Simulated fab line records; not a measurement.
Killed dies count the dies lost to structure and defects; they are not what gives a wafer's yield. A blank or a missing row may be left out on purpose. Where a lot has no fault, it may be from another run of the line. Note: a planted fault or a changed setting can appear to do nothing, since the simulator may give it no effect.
8D (eight disciplines) problem report, filled in by code | flow berkeley-cmos170 | the parts of the form that need people (team, actions taken, sign-off) are left out

1. PROBLEM STATEMENT
Mean ACTIVE_OXIDE_THK at UCB170_ACTIVE_THK_MEAS_03: 30.6 nm over 9 wafers in 3 lots; fault-free wafers: 26.3 nm, standard deviation 0.46. That puts it +9.3 standard deviations away from the usual mean.
First observed at day 7 01:58: wafer L314.1, on film-metro-03. The record holds 45 wafers of 15 lots with a number at this step. The rule behind "out" and "out of limits": a value lying over 4 standard deviations away from the usual mean. All remaining wafers that have a number are taken as sound.

2. WHAT IT IS AND WHAT IT IS NOT
question                    | is                     | is not
which readings at this step | ACTIVE_OXIDE_THK       | -
which lots                  | L314, L315, L320       | L298, L299, L300, L301, L302, L303, L304, L305, L306, L307, L308, L321
which wafers of those lots  | all that have a number | -
read on which gauges        | film-metro-03          | film-metro-01, film-metro-02
when                        | from day 7 01:58       | up to then (33 sound wafers); but 3 sound wafers of L321 came after

3. WHAT RULES OUT EACH SUSPECT
Counting: a tool at any process step up to the reading remains a suspect when it ran all the lots that are out and ran no sound lot after the first of those.
- the gauge at UCB170_ACTIVE_THK_MEAS_03: kept. All the wafers that are out were read on film-metro-03, and no step on other tools shows them out.
After counting, what remains is film-metro-03 at UCB170_ACTIVE_THK_MEAS_03.

4. THE CAUSE (what the simulator had put in)
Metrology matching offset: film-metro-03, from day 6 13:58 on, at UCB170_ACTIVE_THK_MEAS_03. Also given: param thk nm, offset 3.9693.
Counting left only this tool.

5. SEQUENCE OF EFFECTS, ordered by route
Each row: a reading where the mean over the struck wafers with a number is more than 3 standard deviations away from the usual. Scope: only readings with a usual standard deviation given in the record; hours: median across lots of the time from each lot's start at the first step in this table that gives one to its start at this step; sigmas: change in usual standard deviations.
hours | step                      | reading          | usual   | on struck wafers | change | sigmas
0     | UCB170_ACTIVE_THK_MEAS_03 | ACTIVE_OXIDE_THK | 26.3 nm | 30.6             | +4.3   | +9.3

6. HOW IT WOULD HAVE BEEN CAUGHT EARLIER
12 hours passed between the start of the fault at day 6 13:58 and the first reading out of limits at a measuring or inspecting step in this record, taken at day 7 01:58.
